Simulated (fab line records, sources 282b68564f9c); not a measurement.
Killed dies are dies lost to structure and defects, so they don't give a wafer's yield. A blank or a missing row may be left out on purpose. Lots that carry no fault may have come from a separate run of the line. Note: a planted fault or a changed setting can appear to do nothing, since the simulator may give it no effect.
A struck lot beside a sound one -- flow rit_cmos -- 36 out of 202 route steps
Sound: the wafers L417.1, L417.2, L417.3. Struck: wafers L423.1, L423.5. (L423.4 of the same lot was not struck and is left out.) The cause comes at the end.
For every step that has rows: the tool of each side, followed by ch and its chambers, followed by its first start. Under that, the readings that differ: sound wafers -- struck wafers -- difference of the means -- sigmas: that difference in standard deviations of wafers without a fault.
alike: a reading whose means differ by less than 2 such deviations, as well as words and numbers matching on both sides. not compared: withheld readings; readings where some wafer has no value; bounds like >300 that might hide an equal value; numbers whose values overlap and for which the record gives no deviation.
The two part at a step that has a row with sigmas, a row that says differs or no value, or rows on one side only. Numbers that don't overlap but have no deviation are shown without sigmas and don't part them. A reading that every wafer of one side lacks parts them only if that side has two wafers or more.

first, 1 step without rows for these wafers: RIT_SILICIDE_RTA_06 (time 10 s, ramp up 5 s, ramp down 10 s).
RIT_CONTACT_CVD_00: deposits SiO2 from TEOS, target thk 400 nm, time 61 s.
  sound on pecvd-03 ch 0,1,2, day 3 08:10; struck on pecvd-02 ch 0,1, day 4 11:47
  alike: heater_power_w
  not compared: since_wet_clean_h
RIT_CONTACT_THK_MEAS_01:
  sound on film_metro-04 at day 3 08:13; struck on film_metro-01 at day 4 11:50
  alike: CONTACT_TEOS_THK
then, 6 steps without rows for these wafers: RIT_CONTACT_HMDS_02 (prime time 60 s); RIT_CONTACT_COAT_03 (resist thk 1000 nm); RIT_CONTACT_SOFTBAKE_04 (time 60 s); RIT_CONTACT_EXPOSE_05 (exposes mask M11, target cd 1000 nm); RIT_CONTACT_PEB_06; RIT_CONTACT_DEVELOP_07 (develop time 120 s).
RIT_CONTACT_CD_MEAS_08: the cd target is 1000 nm.
  sound on cd_sem-01 at day 3 09:22; struck on cd_sem-02 at day 4 12:52
  alike: cd_nm
RIT_CONTACT_OVL_MEAS_09:
  sound on overlay-01 at day 3 09:29; struck on overlay-01 at day 4 12:59
  alike: CONTACT_OVL
then, 1 step without rows for these wafers: RIT_CONTACT_HARDBAKE_10 (time 60 s).
RIT_CONTACT_ETCH_11: etches SiO2 in CHF3/CF4/Ar, stops on TiSi2, target depth 480 nm, time 320 s.
  sound on rie_diel-03 ch 0,1,3, day 3 09:40; struck on rie_diel-03 ch 0, day 4 13:10
  alike: drypump_motor_current_A, oes_product_au, throttle_valve_pct
  not compared: rf_hours_counter_h
RIT_CONTACT_STRIP_12: strips in O2, time 180 s.
  sound on plasma_asher-02 ch 0,1, day 3 09:52; struck on plasma_asher-02 ch 0,1, day 4 13:22
  alike: drypump_motor_current_A, rf_refl_power_W
  not compared: rf_hours_counter_h
RIT_CONTACT_CD_MEAS_90: the cd target is 1000 nm.
  sound on cd_sem-01 at day 3 10:02; struck on cd_sem-02 at day 4 13:32
  alike: cd_nm
then, 2 steps without rows for these wafers: RIT_CONTACT_CLEAN_13 (cleans in SC1, time 600 s); RIT_CONTACT_CLEAN_14 (cleans in SC2, time 600 s).
RIT_M1_SPUTTER_00: material Al, target thk 400 nm, time 500 s.
  sound on pvd_sputter-03 at day 3 10:30; struck on pvd_sputter-04 at day 4 14:11
  alike: throttle_valve_pct
RIT_M1_RS_MEAS_01: the measuring method here is four-point-probe.
  sound on film_metro-02 at day 3 10:48; struck on film_metro-01 at day 4 14:28
  alike: M1_AL_RS
RIT_M1_THK_MEAS_02: measures by xrf.
  sound on film_metro-02 at day 3 10:55; struck on film_metro-01 at day 4 14:35
  alike: M1_AL_THK
then, 6 steps without rows for these wafers: RIT_M1_HMDS_03 (prime time 60 s); RIT_M1_COAT_04 (resist thk 1300 nm); RIT_M1_SOFTBAKE_05 (time 60 s); RIT_M1_EXPOSE_06 (exposes mask M12, target cd 2600 nm); RIT_M1_PEB_07; RIT_M1_DEVELOP_08 (develop time 68 s).
RIT_M1_CD_MEAS_09: the cd target is 2600 nm.
  sound on cd_sem-02 at day 3 12:04; struck on cd_sem-01 at day 4 15:39
  alike: cd_nm
RIT_M1_OVL_MEAS_10:
  sound on overlay-02 at day 3 12:11; struck on overlay-02 at day 4 15:47
  alike: M1_OVL
then, 1 step without rows for these wafers: RIT_M1_HARDBAKE_11 (time 120 s).
RIT_M1_METAL_ETCH_12: etches Al in Cl2/BCl3, stops on SiO2, time 165 s, target depth 600 nm.
  sound on rie_metal-04 ch 0,1, day 3 12:29; struck on rie_metal-03 ch 0, day 4 16:04
  alike: drypump_motor_current_A, oes_product_au, throttle_valve_pct
  not compared: rf_hours_counter_h
then, 1 step without rows for these wafers: RIT_M1_STRIP_13 (strips in nmp, time 600 s).
RIT_M1_STRIP_14: strips in O2, time 180 s.
  sound on plasma_asher-01 ch 0,1, day 3 12:49; struck on plasma_asher-03 ch 1, day 4 16:28
  alike: drypump_motor_current_A, rf_refl_power_W
  not compared: rf_hours_counter_h
RIT_M1_CD_MEAS_90: the cd target is 2600 nm.
  sound on cd_sem-01 at day 3 12:59; struck on cd_sem-02 at day 4 16:39
  alike: cd_nm
then, 1 step without rows for these wafers: RIT_M1_ANNEAL_15 (time 1800 s).
RIT_M1_BOW_MEAS_16:
  sound on film_metro-04 at day 3 15:24; struck on film_metro-04 at day 4 19:48
  alike: M1_BOW
RIT_M1_PROBE_99:
  record: rows for the struck wafers here (prober-01, day 4 19:55), none for the sound ones

## WHERE THEY PART
At RIT_M1_PROBE_99 and nowhere else, as far as this record goes.

WHY: the cause the simulator had injected
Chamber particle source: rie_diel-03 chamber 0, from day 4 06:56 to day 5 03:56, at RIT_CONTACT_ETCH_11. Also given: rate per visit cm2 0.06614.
